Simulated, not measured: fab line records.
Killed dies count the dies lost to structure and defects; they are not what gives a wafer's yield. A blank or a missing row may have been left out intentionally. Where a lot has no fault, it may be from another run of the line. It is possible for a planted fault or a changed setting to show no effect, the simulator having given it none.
fab line records	flow ritCmos
record: lots: 6	wafers: 18	lastDay: 6
route steps=202 shown FOX2@24 NWELL@28 PWELL@39 WELLDRIVE@50 M1@202
lots that met no fault: from a run of the same line without faults
startH: the number of hours between the record's first day and the start of the first shown wafer of the lot	waitH: how many hours have passed since the lot's step before this one	" unchanged from the row above	L1.1+2: a row that stands for several wafers	- value missing, or start not given	* or withheld: withheld	< > ~ a bound
route shown NAME@n: a module of which the file shows steps, and the number in the route of the first	usual: mean and standard deviation over wafers with no fault	same: alike in all rows	chamber/n: place in a boat	sites: each site's reading	_std_site: their standard deviation	_edge_site: the outer-site mean with the inner-site mean subtracted	radiusMm: how far each site lies from the wafer's centre	mask NAME#n: copy n	behind: the most recent tool/chamber to have shaped the wafer	hold: reason for holding the lot/hours on hold/outcome of the hold	device: whichever transistor did not switch (one of n, p or np)	end of line: tests run on the same wafers once the route is complete	for a step that has no rows: nothing shown but its recipe	killed: dies that structure and defects cost at the first sort, which is not the same as the wafer's yield	map: the dies of a wafer, with x for killed, . for not killed, _ for no die there
set.NAME: the setting that was run; set.NAME@STEP: the one run at that earlier step	model.NAME: the simulator's own value behind a step, which no gauge read
lots seen at some steps along the route; tables by step, rows by wafer
services: the hour from which a tool's chamber was out of use, counted from the record's first day as startH (under 0 if before that day), plus the number of hours and why
== steps ==
step: RIT_FOX2_THK_MEAS_01
recipe: reads: SiO2_of_FOX2_OXIDATION_00
usual: FOX2_OXIDE_THK: 349/7.8
lot.wafer	tool	chamber	startH	waitH	FOX2_OXIDE_THK[nm]
L693.2	filmMetro-02	-	20.12	0.0	358
L693.4	"	-	"	"	361
L693.5	"	-	"	"	356
L696.2	filmMetro-02	-	34.81	0.0	360
L696.5	"	-	"	"	356
L696.6	"	-	"	"	354
L708.1	filmMetro-03	-	94.12	0.0	334
L708.2	"	-	"	"	338
L708.6	"	-	"	"	337
L709.2	filmMetro-03	-	99.48	0.0	350
L709.3	"	-	"	"	346
L709.5	"	-	"	"	347
L711.1	filmMetro-03	-	111.69	0.0	352
L711.3	"	-	"	"	348
L711.4	"	-	"	"	347
L712.1	filmMetro-02	-	114.78	0.0	347
L712.2	"	-	"	"	348
L712.3	"	-	"	"	348
step: RIT_FOX2_CLEAN_02
recipe: chemistry: dHF	dilution: 50:1	timeS: 180
step: RIT_FOX2_WET_ETCH_03
recipe: chemistry: H3PO4	target: Si3N4	targetDepthNm: 195	tempC: 165	timeS: 2700
step: RIT_FOX2_THK_MEAS_90
recipe: reads: SiO2_of_FOX2_OXIDATION_00
usual: FIELD_OXIDE_LEFT_1_THK: 322/7.9
lot.wafer	tool	chamber	startH	waitH	FIELD_OXIDE_LEFT_1_THK[nm]
L693.2	filmMetro-03	-	21.05	0.0	330
L693.4	"	-	"	"	334
L693.5	"	-	"	"	329
L696.2	filmMetro-02	-	36.58	0.0	333
L696.5	"	-	"	"	329
L696.6	"	-	"	"	326
L708.1	filmMetro-04	-	95.76	0.0	306
L708.2	"	-	"	"	311
L708.6	"	-	"	"	310
L709.2	filmMetro-04	-	101.18	0.0	322
L709.3	"	-	"	"	319
L709.5	"	-	"	"	320
L711.1	filmMetro-03	-	113.33	0.0	324
L711.3	"	-	"	"	320
L711.4	"	-	"	"	320
L712.1	filmMetro-02	-	115.82	0.0	319
L712.2	"	-	"	"	320
L712.3	"	-	"	"	321
step: RIT_NWELL_HMDS_00
recipe: primeTimeS: 60	primeTempC: 140
step: RIT_NWELL_COAT_01
recipe: resist: NOVOLAK	spinRpm: 2000	resistThkNm: 1300
step: RIT_NWELL_SOFTBAKE_02
recipe: resist: NOVOLAK	tempC: 90	timeS: 60
step: RIT_NWELL_EXPOSE_03
recipe: maskId: M2	na: 0.57	targetCdNm: 43900	doseMj: 250
step: RIT_NWELL_PEB_04
recipe: resist: NOVOLAK	tempC: withheld	timeS: withheld
step: RIT_NWELL_DEVELOP_05
recipe: resist: NOVOLAK	developTimeS: 68	devTempC: 23
step: RIT_NWELL_OVL_MEAS_06
usual: NWELL_OVL: 0.0/1.4
lot.wafer	tool	chamber	startH	waitH	NWELL_OVL[nm]
L693.2	overlay-01	-	22.11	-	-2.2
L693.4	"	-	"	"	-0.7
L693.5	"	-	"	"	0.9
L696.2	overlay-01	-	37.58	-	0.4
L696.5	"	-	"	"	0.5
L696.6	"	-	"	"	1.1
L708.1	overlay-01	-	96.70	-	-0.2
L708.2	"	-	"	"	0.1
L708.6	"	-	"	"	0.4
L709.2	overlay-01	-	102.11	-	-0.2
L709.3	"	-	"	"	-2.7
L709.5	"	-	"	"	-2.0
L711.1	overlay-01	-	114.39	-	-1.2
L711.3	"	-	"	"	-1.9
L711.4	"	-	"	"	0.1
L712.1	overlay-02	-	116.97	-	2.0
L712.2	"	-	"	"	0.6
L712.3	"	-	"	"	2.2
step: RIT_NWELL_HARDBAKE_07
recipe: resist: NOVOLAK	tempC: 140	timeS: 120
step: RIT_NWELL_IMPLANT_08
recipe: species: P	energyKev: 170	doseCm2: 5e+13	tiltDeg: 7
usual: beamEnergyKeV: 170.00/0.059	doseIonsCm2: 4.999e+13/5.6e+10	faradayCurrentUA: 158/3.1
same: implantIonAmu: 31
lot.wafer	tool	chamber	startH	waitH	beamEnergyKeV	doseIonsCm2	faradayCurrentUA
L693.2	implanter-04	0	22.42	0.2	170.13	5.002e+13	163
L693.4	"	0	"	"	170.14	4.999e+13	159
L693.5	"	0	"	"	170.06	4.997e+13	159
L696.2	implanter-02	0	37.88	0.2	170.04	4.993e+13	160
L696.5	"	0	"	"	170.02	4.999e+13	158
L696.6	"	0	"	"	169.97	5e+13	153
L708.1	implanter-02	0	96.99	0.2	170.06	7.995e+13	250
L708.2	"	0	"	"	170.04	7.989e+13	258
L708.6	"	0	"	"	170.01	8.001e+13	250
L709.2	implanter-02	0	102.42	0.2	169.94	7.995e+13	257
L709.3	"	0	"	"	169.90	8e+13	264
L709.5	"	0	"	"	170.01	7.993e+13	253
L711.1	implanter-03	0	114.68	0.2	170.05	4.997e+13	152
L711.3	"	0	"	"	169.96	4.993e+13	159
L711.4	"	0	"	"	170.10	4.998e+13	157
L712.1	implanter-04	0	117.25	0.2	169.98	4.996e+13	164
L712.2	"	0	"	"	170.01	4.989e+13	158
L712.3	"	0	"	"	169.89	4.991e+13	154
step: RIT_NWELL_STRIP_09
recipe: chemistry: O2	timeS: 180	resist: NOVOLAK	platenTempC: withheld	powerW: 500	pressureMtorr: 4000	o2FlowSccm: 4000
usual: drypumpMotorCurrentA: 5.5/0.45
lot.wafer	tool	chamber	startH	waitH	drypumpMotorCurrentA	rfHoursCounterH
L693.2	plasmaAsher-02	1	22.54	0.1	5.3	40
L693.4	"	1	"	"	5.3	-
L693.5	"	1	"	"	5.3	-
L696.2	plasmaAsher-03	0	38.01	0.1	5.1	20
L696.5	"	1	"	"	5.4	-
L696.6	"	0	"	"	5.2	-
L708.1	plasmaAsher-02	0	97.14	0.1	6.2	48
L708.2	"	1	"	"	5.3	48
L708.6	"	1	"	"	5.3	-
L709.2	plasmaAsher-01	1	102.54	0.1	5.1	49
L709.3	"	1	"	"	5.1	-
L709.5	"	1	"	"	5.1	-
L711.1	plasmaAsher-03	1	114.83	0.1	5.4	27
L711.3	"	1	"	"	5.4	-
L711.4	"	0	"	"	5.2	-
L712.1	plasmaAsher-01	1	117.40	0.1	5.1	51
L712.2	"	0	"	"	6.1	51
L712.3	"	0	"	"	6.1	-
step: RIT_NWELL_TW_MEAS_10
usual: NWELL_TW: 2149/24
lot.wafer	tool	chamber	startH	waitH	NWELL_TW
L693.2	filmMetro-01	-	22.73	0.1	2130
L693.4	"	-	"	"	2116
L693.5	"	-	"	"	2120
L696.2	filmMetro-04	-	38.19	0.1	2130
L696.5	"	-	"	"	2136
L696.6	"	-	"	"	2122
L708.1	filmMetro-04	-	97.31	0.1	2501
L708.2	"	-	"	"	2502
L708.6	"	-	"	"	2488
L709.2	filmMetro-01	-	102.73	0.1	2499
L709.3	"	-	"	"	2490
L709.5	"	-	"	"	2495
L711.1	filmMetro-03	-	115.00	0.1	2188
L711.3	"	-	"	"	2172
L711.4	"	-	"	"	2184
L712.1	filmMetro-03	-	117.58	0.1	2196
L712.2	"	-	"	"	2191
L712.3	"	-	"	"	2191
step: RIT_PWELL_HMDS_00
recipe: primeTimeS: 60	primeTempC: 140
step: RIT_PWELL_COAT_01
recipe: resist: NOVOLAK	spinRpm: 2000	resistThkNm: 1300
step: RIT_PWELL_SOFTBAKE_02
recipe: resist: NOVOLAK	tempC: 90	timeS: 60
step: RIT_PWELL_EXPOSE_03
recipe: maskId: M3	na: 0.57	targetCdNm: 43700	doseMj: 250
step: RIT_PWELL_PEB_04
recipe: resist: NOVOLAK	tempC: withheld	timeS: withheld
step: RIT_PWELL_DEVELOP_05
recipe: resist: NOVOLAK	developTimeS: 68	devTempC: 23
step: RIT_PWELL_OVL_MEAS_06
usual: PWELL_OVL: 0.1/1.3
lot.wafer	tool	chamber	startH	waitH	PWELL_OVL[nm]
L693.2	overlay-02	-	23.79	-	-0.5
L693.4	"	-	"	"	-1.7
L693.5	"	-	"	"	1.2
L696.2	overlay-02	-	39.13	-	0.6
L696.5	"	-	"	"	3.4
L696.6	"	-	"	"	1.5
L708.1	overlay-01	-	98.38	-	0.3
L708.2	"	-	"	"	0.3
L708.6	"	-	"	"	-0.7
L709.2	overlay-02	-	103.66	-	0.8
L709.3	"	-	"	"	0.9
L709.5	"	-	"	"	2.6
L711.1	overlay-01	-	116.09	-	0.5
L711.3	"	-	"	"	-0.4
L711.4	"	-	"	"	1.0
L712.1	overlay-02	-	118.64	-	-0.9
L712.2	"	-	"	"	-0.5
L712.3	"	-	"	"	0.2
step: RIT_PWELL_HARDBAKE_07
recipe: resist: NOVOLAK	tempC: 140	timeS: 120
step: RIT_PWELL_IMPLANT_08
recipe: species: B	energyKev: 170	doseCm2: 7e+13	tiltDeg: 7
step: RIT_PWELL_STRIP_09
recipe: chemistry: O2	timeS: 180	resist: NOVOLAK	platenTempC: withheld	powerW: 500	pressureMtorr: 4000	o2FlowSccm: 4000
usual: drypumpMotorCurrentA: 5.5/0.39
lot.wafer	tool	chamber	startH	waitH	drypumpMotorCurrentA	rfHoursCounterH
L693.2	plasmaAsher-03	0	24.22	0.1	5.2	18
L693.4	"	0	"	"	5.1	-
L693.5	"	0	"	"	5.2	-
L696.2	plasmaAsher-02	0	39.56	0.1	6.2	42
L696.5	"	0	"	"	6.2	-
L696.6	"	1	"	"	5.3	-
L708.1	plasmaAsher-02	0	98.81	0.1	6.2	48
L708.2	"	1	"	"	5.3	48
L708.6	"	0	"	"	6.2	-
L709.2	plasmaAsher-04	0	104.09	0.1	5.3	45
L709.3	"	1	"	"	6.0	-
L709.5	"	1	"	"	6.0	-
L711.1	plasmaAsher-04	1	116.63	0.1	6.0	47
L711.3	"	1	"	"	6.0	-
L711.4	"	0	"	"	5.3	-
L712.1	plasmaAsher-03	0	119.08	0.1	5.2	28
L712.2	"	1	"	"	5.4	28
L712.3	"	0	"	"	5.2	-
step: RIT_PWELL_TW_MEAS_10
usual: PWELL_TW: 956/11
lot.wafer	tool	chamber	startH	waitH	PWELL_TW
L693.2	filmMetro-03	-	24.40	0.1	978
L693.4	"	-	"	"	976
L693.5	"	-	"	"	975
L696.2	filmMetro-03	-	39.75	0.1	980
L696.5	"	-	"	"	970
L696.6	"	-	"	"	975
L708.1	filmMetro-01	-	98.99	0.1	954
L708.2	"	-	"	"	952
L708.6	"	-	"	"	952
L709.2	filmMetro-01	-	104.28	0.1	956
L709.3	"	-	"	"	954
L709.5	"	-	"	"	956
L711.1	filmMetro-03	-	116.80	0.1	972
L711.3	"	-	"	"	971
L711.4	"	-	"	"	968
L712.1	filmMetro-01	-	119.30	0.2	955
L712.2	"	-	"	"	949
L712.3	"	-	"	"	951
step: RIT_WELLDRIVE_ANNEAL_00
recipe: tempC: 1100	timeS: 14700	ambient: N2
step: RIT_WELLDRIVE_RS_MEAS_01
recipe: thkMeasGauge: four-point-probe
usual: NWELL_RS: 274.9/0.78
lot.wafer	tool	chamber	startH	waitH	NWELL_RS[ohm/sq]
L693.2	filmMetro-03	-	29.65	0.0	274.9
L693.4	"	-	"	"	274.1
L693.5	"	-	"	"	274.1
L696.2	filmMetro-03	-	44.91	0.0	276.1
L696.5	"	-	"	"	275.1
L696.6	"	-	"	"	275.1
L708.1	filmMetro-04	-	104.56	0.0	207.0
L708.2	"	-	"	"	207.0
L708.6	"	-	"	"	207.0
L709.2	filmMetro-01	-	109.66	0.0	207.4
L709.3	"	-	"	"	207.2
L709.5	"	-	"	"	207.2
L711.1	filmMetro-03	-	121.95	0.0	276.1
L711.3	"	-	"	"	275.9
L711.4	"	-	"	"	275.3
L712.1	filmMetro-04	-	124.93	0.0	275.3
L712.2	"	-	"	"	275.0
L712.3	"	-	"	"	274.5
step: RIT_WELLDRIVE_RS_MEAS_02
recipe: thkMeasGauge: four-point-probe
usual: PWELL_RS: 429.0/1.2
lot.wafer	tool	chamber	startH	waitH	PWELL_RS[ohm/sq]
L693.2	filmMetro-03	-	29.77	0.1	428.5
L693.4	"	-	"	"	427.3
L693.5	"	-	"	"	428.7
L696.2	filmMetro-03	-	45.03	0.1	430.2
L696.5	"	-	"	"	430.8
L696.6	"	-	"	"	428.4
L708.1	filmMetro-04	-	104.68	0.1	431.0
L708.2	"	-	"	"	429.8
L708.6	"	-	"	"	431.2
L709.2	filmMetro-01	-	109.78	0.1	428.8
L709.3	"	-	"	"	427.6
L709.5	"	-	"	"	427.8
L711.1	filmMetro-03	-	122.07	0.1	430.0
L711.3	"	-	"	"	429.1
L711.4	"	-	"	"	430.3
L712.1	filmMetro-04	-	125.05	0.1	429.6
L712.2	"	-	"	"	429.4
L712.3	"	-	"	"	428.5
step: RIT_M1_PROBE_99
usual: killed_at_M0_to_M3: 0.0/0.18	killedAtFrontEnd: 7/3	killedDies: 7/3.1	killedOpen: 3.3/1.8	killedShort: 3.6/2
same: grossDies: 264	killed_at_M4_up: 0	killedAtBackSide: 0	killedAtContacts: 0	killedAtOther: 0
lot.wafer	tool	chamber	startH	waitH	killed_at_M0_to_M3	killedAtFrontEnd	killedDies	killedOpen	killedShort	model.etest.pmos_0p3.rOnOhmUm	model.etest.pmosTurned.rOnOhmUm	model.etest.pmos_0p15.rOnOhmUm	model.etest.nwellPinched.rsOhmSq	model.etest.wellEdgeLeft.lineOhmUm	model.etest.wellEdgeRight.lineOhmUm	model.etest.pmosTurned.driveUaUm	model.etest.pmos_0p15.driveUaUm
L693.2	prober-01	-	61.59	0.1	0	5	5	3	2	6266	3297	2690	334.5	183	184.2	199.7	261.9
L693.4	prober-01	-	61.69	0.2	0	17	17	4	13	6200	3225	2623	333.7	181.4	181.9	205.2	271
L693.5	prober-01	-	61.74	0.2	0	4	4	2	2	6316	3285	2696	334.8	182.7	185.3	200.5	262.6
L696.2	prober-02	-	76.08	0.1	0	6	6	5	1	6351	3412	2776	332	183.2	182.1	189.4	254.4
L696.5	prober-02	-	76.23	0.2	0	14	14	5	9	6254	3415	2736	338.1	181.7	183.4	191.7	259
L696.6	prober-02	-	76.28	0.2	0	5	5	2	3	6281	3446	2769	328.3	178.2	180.6	186.6	252.1
L708.1	prober-02	-	135.31	0.1	0	4	4	2	2	6962	3992	3092	251.5	131.3	129	145.8	213.7
L708.2	prober-02	-	135.36	0.1	0	2	2	1	1	6987	4070	3074	247.6	130.6	130.8	141.2	212.5
L708.6	prober-02	-	135.56	0.2	0	7	7	4	3	7096	4142	3182	249.4	132.5	132.5	136.7	207.5
L709.2	prober-01	-	140.78	0.1	0	5	5	2	3	6814	3894	3002	250.9	131.3	132.5	153.8	222.2
L709.3	prober-01	-	140.83	0.2	0	6	6	3	3	7039	3978	3143	251	131.3	133	148.6	211.4
L709.5	prober-01	-	140.93	0.2	0	8	8	3	5	6791	3928	3057	252.6	131.3	129.8	149.6	220.2
L711.1	prober-01	-	152.57	0.1	0	6	6	1	5	6293	3419	2726	327.1	184.2	180.6	190.4	255.7
L711.3	prober-01	-	152.67	0.2	0	6	6	3	3	6211	3470	2774	337.4	182.3	180	190	254.4
L711.4	prober-01	-	152.72	0.2	0	3	3	3	0	6379	3458	2815	330.1	180.8	182.9	186.3	251
L712.1	prober-02	-	154.59	0.1	0	7	7	1	6	6136	3234	2607	337.7	181.2	180.2	204.5	270.1
L712.2	prober-02	-	154.64	0.1	0	5	5	4	1	5993	3140	2551	335.8	178.9	179.3	213.5	281.5
L712.3	prober-02	-	154.69	0.2	1	4	5	2	3	6000	3131	2520	332.7	181.9	181.5	212.4	278.2
killed by level:class
L693.2 FOX1:geometricParticle:open=2 REOX:geometricParticle:short=1 REOX:geometricParticle:open=1 SPACER:geometricParticle:short=1
L693.4 GATE:geometricParticle:short=9 FOX1:geometricParticle:short=2 SILICIDE:geometricParticle:open=2 ACTIVE:geometricParticle:short=1 FOX1:geometricParticle:open=1 GATE:geometricParticle:open=1 REOX:geometricParticle:short=1
L693.5 FOX2:geometricParticle:open=1 GATE:geometricParticle:open=1 GATE:geometricParticle:short=1 REOX:geometricParticle:short=1
L696.2 GATE:geometricParticle:open=3 REOX:geometricParticle:open=1 SILICIDE:geometricParticle:short=1 SILICIDE:geometricParticle:open=1
L696.5 GATE:geometricParticle:short=4 REOX:geometricParticle:short=2 SPACER:geometricParticle:open=2 SILICIDE:geometricParticle:short=2 FOX1:geometricParticle:short=1 FOX1:geometricParticle:open=1 FOX2:geometricParticle:open=1 SILICIDE:geometricParticle:open=1
L696.6 GATE:geometricParticle:short=2 GATE:geometricParticle:open=1 SPACER:geometricParticle:open=1 SILICIDE:geometricParticle:short=1
L708.1 FOX1:geometricParticle:short=2 GATE:geometricParticle:open=1 SPACER:geometricParticle:open=1
L708.2 GATE:geometricParticle:short=1 GATE:geometricParticle:open=1
L708.6 GATE:geometricParticle:open=2 ACTIVE:geometricParticle:short=1 REOX:geometricParticle:open=1 REOX:geometricParticle:short=1 SPACER:geometricParticle:short=1 SILICIDE:geometricParticle:open=1
L709.2 SPACER:geometricParticle:short=2 GATE:geometricParticle:open=1 SILICIDE:geometricParticle:short=1 SILICIDE:geometricParticle:open=1
L709.3 GATE:geometricParticle:short=3 FOX1:geometricParticle:open=1 GATE:geometricParticle:open=1 REOX:geometricParticle:open=1
L709.5 GATE:geometricParticle:short=4 SPACER:geometricParticle:open=2 FOX2:geometricParticle:short=1 REOX:geometricParticle:open=1
L711.1 GATE:geometricParticle:short=3 FOX1:geometricParticle:short=1 GATE:geometricParticle:open=1 REOX:geometricParticle:short=1
L711.3 GATE:geometricParticle:open=3 FOX2:geometricParticle:short=1 GATE:geometricParticle:short=1 SILICIDE:geometricParticle:short=1
L711.4 GATE:geometricParticle:open=2 FOX1:geometricParticle:open=1
L712.1 FOX1:geometricParticle:short=3 GATE:geometricParticle:short=2 GATE:geometricParticle:open=1 SILICIDE:geometricParticle:short=1
L712.2 SILICIDE:geometricParticle:open=2 FOX1:geometricParticle:open=1 GATE:geometricParticle:open=1 SILICIDE:geometricParticle:short=1
L712.3 FOX1:geometricParticle:open=2 GATE:geometricParticle:short=2 M1:geometricParticle:short=1
== services ==
tool	chamber	startH	hours	kind
implanter-02	-	2.14	5.5	pm
implanter-03	-	35.90	3.8	pm
implanter-04	-	36.35	3.1	pm
implanter-02	-	65.66	1.6	repair
plasmaAsher-04	-	66.74	3.4	repair
implanter-04	-	107.55	4.1	repair
plasmaAsher-03	-	107.98	6.8	repair
plasmaAsher-02	-	108.75	9.0	pm
plasmaAsher-02	0	108.75	9.0	ventCycle
plasmaAsher-02	1	108.75	9.0	ventCycle
plasmaAsher-02	0	117.75	-	clean
plasmaAsher-02	1	117.75	-	clean
implanter-03	-	118.57	0.6	repair
== key ==
firstSign: step: RIT_NWELL_IMPLANT_08	reading: doseIonsCm2	direction: up	sigmas: 99+	usual: 4.999e+13	struck: 7.996e+13
effect: step: RIT_NWELL_IMPLANT_08	reading: faradayCurrentUA	direction: up	sigmas: 31	usual: 158	struck: 255
effect: step: RIT_NWELL_TW_MEAS_10	reading: NWELL_TW	direction: up	sigmas: 14	usual: 2149	struck: 2496
effect: step: RIT_WELLDRIVE_RS_MEAS_01	reading: NWELL_RS	direction: down	sigmas: 87	usual: 274.9	struck: 207.1
modelEffect: step: RIT_M1_PROBE_99	value: etest.pmos_0p3.rOnOhmUm	without: 6348	struck: 6948
metAt RIT_NWELL_IMPLANT_08
struckWafers L708.1,L708.2,L708.6,L709.2,L709.3,L709.5
testerLeftOut L708,L709
onsetBetween 37.88 96.99
fault: kind: processParameterDrift	tool: implanter-02	chamber: -	onsetH: 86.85	steps: RIT_NWELL_IMPLANT_08	channel: doseCm2	offset: 3e+13	shape: step	endH: 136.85	actsIn: theseRecipesOnly	stated: 5e+13
testerLeftOut: of these lots the tester's yield and bins aren't shown, on N5 and GAA mostly nor the transistor test; their killed dies are dies lost to structure and defects alone, not to doping, threshold or leakage, so they don't give the yield
